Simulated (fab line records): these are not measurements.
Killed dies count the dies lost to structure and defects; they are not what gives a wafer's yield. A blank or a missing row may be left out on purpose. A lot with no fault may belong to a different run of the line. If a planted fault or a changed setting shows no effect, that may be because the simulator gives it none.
Shared-tool check	flow berkeley-cmos170	14 lots, 42 wafers sampled

## REASON FOR OPENING
Of 14 lots, 2 have the reading NWELL_TW flagged at UCB170_NWELL_TW_MEAS_16. Wafers without a fault read 1243, standard deviation 12.
Rule: a lot is flagged when every wafer of it that has a number lies more than 4 standard deviations from that mean, or none has a number. As for the other lots, they are considered sound.

lot	measured	on	NWELL_TW, wafer by wafer	flag
L421	day 2 11:00	film-metro-01	1235 1232 1231	
L423	day 2 19:43	film-metro-03	1250 1256 1248	
L425	day 3 00:22	film-metro-01	1238 1234 1235	
L429	day 3 21:32	film-metro-03	1236 1246 1237	
L432	day 4 15:17	film-metro-01	1375 1371 1375	FLAGGED
L433	day 4 19:05	film-metro-03	1395 1388 1391	FLAGGED
L435	day 5 03:50	film-metro-03	1251 1239 1241	
L437	day 5 15:41	film-metro-04	1262 1255 1260	
L438	day 5 21:31	film-metro-01	1224 1235 1224	
L439	day 6 01:03	film-metro-03	1245 1248 1251	
L440	day 6 06:35	film-metro-01	1239 1239 1244	
L442	day 6 18:36	film-metro-01	1245 1248 1243	
L443	day 7 02:37	film-metro-03	1243 1244 1240	
L444	day 7 04:05	film-metro-04	1251 1251 1253	
Average over the flagged lots: 1382; offset from the usual +140, equal to +12 standard deviations.

## WHICH TOOL EACH LOT WENT THROUGH
The record holds 1 process step before the reading, out of a route of 331 steps. Each cell gives the tool, then ch followed by the chambers the sampled wafers passed through, then the start.
lot	flag	UCB170_NWELL_IMPLANT_14
L421		implanter-04 ch 0, day 2 10:45
L423		implanter-03 ch 0, day 2 19:28
L425		implanter-04 ch 0, day 3 00:08
L429		implanter-02 ch 0, day 3 21:17
L432	FLAGGED	implanter-04 ch 0, day 4 15:02
L433	FLAGGED	implanter-04 ch 0, day 4 18:50
L435		implanter-03 ch 0, day 5 03:35
L437		implanter-02 ch 0, day 5 15:26
L438		implanter-03 ch 0, day 5 21:17
L439		implanter-03 ch 0, day 6 00:50
L440		implanter-03 ch 0, day 6 06:20
L442		implanter-03 ch 0, day 6 18:21
L443		implanter-02 ch 0, day 7 02:22
L444		implanter-03 ch 0, day 7 03:52
What the steps here do:
- UCB170_NWELL_IMPLANT_14
- UCB170_NWELL_TW_MEAS_16

## FLAGGED AGAINST TOTAL, ONE TOOL AT A TIME (gauges that did the reading follow at the end)
step	tool	lots run	flagged	share of the flagged lots	sound lots run after its first flagged lot
UCB170_NWELL_IMPLANT_14	implanter-02	3	0	none	-
UCB170_NWELL_IMPLANT_14	implanter-03	7	0	none	-
UCB170_NWELL_IMPLANT_14	implanter-04	4	2	all	0
UCB170_NWELL_TW_MEAS_16	film-metro-01	6	1	some	3 (L438,L440,L442)
UCB170_NWELL_TW_MEAS_16	film-metro-03	6	1	some	3 (L435,L439,L443)
UCB170_NWELL_TW_MEAS_16	film-metro-04	2	0	none	-

## THE TABLE: WHAT IT ALLOWS
1 row of the table ran every flagged lot: implanter-04 at UCB170_NWELL_IMPLANT_14.
- implanter-04 at UCB170_NWELL_IMPLANT_14 ran 4 lots, 2 of them flagged. It ran its last sound lot, L425, at day 3 00:08 and its first flagged lot, L432, at day 4 15:02: a fault with its onset between the two fits. Its own readings (dose-ions-cm2, faraday-current-uA) fall more than 4 standard deviations out on all wafers of the flagged lots.
Left over: one tool, implanter-04 at UCB170_NWELL_IMPLANT_14.

## WHAT THE SIMULATOR HAD PUT IN
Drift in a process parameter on implanter-04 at UCB170_NWELL_IMPLANT_14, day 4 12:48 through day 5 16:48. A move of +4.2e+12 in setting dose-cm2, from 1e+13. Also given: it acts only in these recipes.
Struck lots among those shown: L432, L433. The rule above found the same.
